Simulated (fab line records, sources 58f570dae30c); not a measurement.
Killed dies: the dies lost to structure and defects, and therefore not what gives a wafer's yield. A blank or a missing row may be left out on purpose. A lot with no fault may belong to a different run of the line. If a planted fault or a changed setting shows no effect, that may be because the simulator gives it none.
Split-lot experiment    flow berkeley cmos170    23 wafers read from 5 lots, route of 331 steps

## ABOUT THE SPLIT
At UCB170_M1_METAL_ETCH_12 (etches Al in Cl2/BCl3, stops on PSG, target depth 780 nm, time 130 s), the setting time s was moved away from the recipe's 130 s on 8 of the 23 wafers read, by -7.5% to +11.8%. The other wafers ran this setting at the recipe's value.

The reading comes from the split's own step.

## THE READING
KrF_of_M1_COAT_04.thk nm (the simulator's own value, which no gauge read), in nm, at UCB170_M1_METAL_ETCH_12 (etches Al in Cl2/BCl3, stops on PSG, target depth 780 nm, time 130 s). The file does not state a usual value for it. The 15 wafers here that ran the recipe average 438.7 nm, standard deviation 12 nm.

wafer   tool, chamber at the split  time s as run, s  against the recipe  KrF_of_M1_COAT_04.thk nm, nm  against lot-mates on the recipe
L074.1  rie metal-04, 0             145.4             +11.8%              407.1                         -49.5
L074.2  rie metal-04, 0             130               recipe              454.9                         -
L074.4  rie metal-04, 0             145.4             +11.8%              399.9                         -56.7
L074.5  rie metal-04, 0             145.4             +11.8%              401.2                         -55.4
L074.6  rie metal-04, 0             130               recipe              458.3                         -
L075.1  rie metal-04, 1             130               recipe              445.2                         -
L075.2  rie metal-04, 1             130               recipe              445.6                         -
L075.4  rie metal-04, 1             130               recipe              445.8                         -
L075.5  rie metal-04, 1             130               recipe              442                           -
L075.6  rie metal-04, 1             130               recipe              444.3                         -
L076.1  rie metal-02, 0             130               recipe              420.7                         -
L076.2  rie metal-02, 0             121.6             -6.5%               447.1                         +28.4
L076.3  rie metal-02, 0             121.6             -6.5%               451.6                         +32.9
L076.4  rie metal-02, 0             130               recipe              416.8                         -
L076.6  rie metal-02, 0             121.6             -6.5%               453                           +34.2
L077.2  rie metal-04, 0             130               recipe              439.6                         -
L077.4  rie metal-04, 1             130               recipe              440.4                         -
L077.6  rie metal-04, 0             130               recipe              437.5                         -
L078.2  rie metal-02, 0             130               recipe              425.8                         -
L078.3  rie metal-02, 0             120.2             -7.5%               454.5                         +24.5
L078.4  rie metal-02, 1             130               recipe              444.5                         -
L078.5  rie metal-02, 0             130               recipe              419.6                         -
L078.6  rie metal-02, 1             120.2             -7.5%               480.5                         +50.5

THE FIT
A straight line over all 23 wafers: KrF_of_M1_COAT_04.thk nm changes by -2.94 nm for each +1% of time s; r = -0.82; the points scatter about the line by 12 nm.
The same after taking each lot's own level away (the mean of its wafers on the recipe; 23 wafers): -4.69 nm for each +1%; r = -0.97; scatter 6 nm.
According to that fit, moving time s by its largest amount changes the reading by 56 nm.
The span of the lots' own levels, 418.75 to 456.60 nm, comes to 3.1 times the standard deviation stated above.
So the slope is not independent of the lot-to-lot level: the two fits are not the same.
Check: -56.9 nm against its lot-mates is what the line predicts for one of the wafers moved furthest among these (+11.8%) when that wafer is left out of the fit. It came out at -49.5 nm against them.

## THESE WAFERS: OTHER SPLITS
Before the reading, these wafers also passed through other splits. Each is held against what the fit with the lots' levels taken away leaves over:
other split on the same wafers         wafers away from the commonest value  r with KrF_of_M1_COAT_04.thk nm (lot level and that fit taken away)
UCB170_ZERO_COAT_01 spin rpm           7                                     -0.15
UCB170_ZERO_DEVELOP_05 develop time s  7                                     +0.17
UCB170_ACTIVE_EXPOSE_10 dose mj        9                                     +0.20
UCB170_SACOX_OXIDATION_01 temp c       15                                    +0.06
UCB170_NVT_COAT_01 resist thk nm       6                                     +0.12
UCB170_NVT_IMPLANT_07 tilt deg         8                                     +0.10
UCB170_PVT_IMPLANT_07 dose cm2         9                                     -0.11
UCB170_PSD_PEB_04 peb temp c           9                                     -0.18
UCB170_BACKSIDE_STRIP_03 power w       4                                     +0.03
UCB170_CONTACT_COAT_10 resist thk nm   4                                     -0.11

## THE FILE'S OWN FIT
KrF_of_M1_COAT_04.thk nm changes by -4.72 nm for each +1% of time s, r = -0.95.
